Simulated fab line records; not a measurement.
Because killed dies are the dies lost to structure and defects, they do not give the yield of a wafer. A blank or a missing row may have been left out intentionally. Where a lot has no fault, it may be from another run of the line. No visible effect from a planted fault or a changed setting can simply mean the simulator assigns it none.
Commonality check across tools ; flow berkeley_cmos170 ; 45 wafers sampled across 15 lots

## WHAT PROMPTED THE OPENING
At UCB170_M2_RS_MEAS_02 the reading M2_AL_RS is flagged on 3 of 15 lots. Wafers without a fault read 0.0324 ohm/sq, standard deviation 0.00036.
Rule: a lot gets a flag if all its wafers with a number sit over 4 standard deviations from that mean, or if no wafer of it has a number. All remaining lots are regarded as sound.

lot;measured;on;M2_AL_RS (ohm/sq), wafer by wafer;flag
L150;day 6 15:43;film_metro-04;0.0326 0.0321 0.0328;
L151;day 7 08:51;film_metro-04;0.0320 0.0317 0.0325;
L153;day 8 01:09;film_metro-03;0.0325 0.0330 0.0326;
L155;day 8 01:18;film_metro-02;0.0246 0.0248 0.0246;FLAGGED
L156;day 8 01:34;film_metro-02;0.0248 0.0253 0.0250;FLAGGED
L157;day 8 08:22;film_metro-04;0.0324 0.0327 0.0324;
L159;day 9 05:46;film_metro-04;0.0327 0.0327 0.0334;
L160;day 9 13:13;film_metro-04;0.0250 0.0251 0.0249;FLAGGED
L164;day 10 11:04;film_metro-03;0.0329 0.0320 0.0326;
L167;day 10 21:49;film_metro-04;0.0325 0.0319 0.0327;
L168;day 11 06:32;film_metro-04;0.0324 0.0325 0.0326;
L170;day 11 17:31;film_metro-03;0.0331 0.0320 0.0327;
L169;day 11 17:58;film_metro-03;0.0319 0.0315 0.0322;
L173;day 11 23:23;film_metro-04;0.0324 0.0322 0.0323;
L171;day 12 02:10;film_metro-03;0.0324 0.0321 0.0320;
Average over the flagged lots: 0.0249 ohm/sq; offset from the usual -0.0075 ohm/sq, equal to -21 standard deviations.

## WHICH TOOL RAN EACH LOT
2 process steps preceding the reading are held in the record, out of 331 steps in the route. In each cell: the tool, then ch and the chambers that the sampled wafers went through, then the start.
lot;flag;UCB170_CONTACT_STRIP_19;UCB170_M2_SPUTTER_01
L150;;plasma_asher-02 ch 0,1, day 6 08:09;pvd_sputter-01, day 6 15:38
L151;;plasma_asher-04 ch 0,1, day 6 21:38;pvd_sputter-01, day 7 08:45
L153;;plasma_asher-04 ch 0,1, day 7 10:25;pvd_sputter-04, day 8 01:01
L155;FLAGGED;plasma_asher-03 ch 0,1, day 7 10:53;pvd_sputter-01, day 8 01:13
L156;FLAGGED;plasma_asher-04 ch 0,1, day 7 10:59;pvd_sputter-01, day 8 01:29
L157;;plasma_asher-03 ch 0,1, day 7 22:31;pvd_sputter-02, day 8 08:14
L159;;plasma_asher-04 ch 0,1, day 8 21:13;pvd_sputter-04, day 9 05:38
L160;FLAGGED;plasma_asher-02 ch 0,1, day 9 03:55;pvd_sputter-01, day 9 13:08
L164;;plasma_asher-04 ch 0,1, day 9 22:13;pvd_sputter-04, day 10 10:59
L167;;plasma_asher-04 ch 0,1, day 10 10:28;pvd_sputter-04, day 10 21:42
L168;;plasma_asher-04 ch 0,1, day 10 21:06;pvd_sputter-02, day 11 06:26
L170;;plasma_asher-03 ch 0,1, day 11 08:26;pvd_sputter-04, day 11 17:25
L169;;plasma_asher-04 ch 0,1, day 11 09:05;pvd_sputter-01, day 11 17:52
L173;;plasma_asher-04 ch 0,1, day 11 16:17;pvd_sputter-01, day 11 23:18
L171;;plasma_asher-03 ch 0,1, day 11 13:25;pvd_sputter-01, day 12 02:05
What these steps do:
- UCB170_CONTACT_STRIP_19: strips in O2.
- UCB170_M2_SPUTTER_01: material Al, target thk 900 nm, time 120 s.
- UCB170_M2_RS_MEAS_02: measures by four-point-probe.

## FLAGGED OVER TOTAL, TOOL BY TOOL (the gauges that took the reading come last)
step;tool;lots run;flagged;share of the flagged lots;sound lots run after its first flagged lot
UCB170_CONTACT_STRIP_19;plasma_asher-02;2;1;some;0
UCB170_CONTACT_STRIP_19;plasma_asher-03;4;1;some;3 (L157,L170,L171)
UCB170_CONTACT_STRIP_19;plasma_asher-04;9;1;some;6 (L159,L164,L167,L168,L169,L173)
UCB170_M2_SPUTTER_01;pvd_sputter-01;8;3;all;3 (L169,L173,L171)
UCB170_M2_SPUTTER_01;pvd_sputter-02;2;0;none;-
UCB170_M2_SPUTTER_01;pvd_sputter-04;5;0;none;-
UCB170_M2_RS_MEAS_02;film_metro-02;2;2;some;0
UCB170_M2_RS_MEAS_02;film_metro-03;5;0;none;-
UCB170_M2_RS_MEAS_02;film_metro-04;8;1;some;3 (L167,L168,L173)

## WHAT THE TABLE ALLOWS
In the table, 1 row covers all flagged lots: pvd_sputter-01 at UCB170_M2_SPUTTER_01.
- pvd_sputter-01 at UCB170_M2_SPUTTER_01: 3 of its 8 lots flagged. Sound lots followed the first flagged one (L169, L173, L171) on it, something a lasting fault affecting the whole tool could not allow.
No row of the table ran every flagged lot and no sound lot after the first.

## WHAT THE SIMULATOR PUT IN
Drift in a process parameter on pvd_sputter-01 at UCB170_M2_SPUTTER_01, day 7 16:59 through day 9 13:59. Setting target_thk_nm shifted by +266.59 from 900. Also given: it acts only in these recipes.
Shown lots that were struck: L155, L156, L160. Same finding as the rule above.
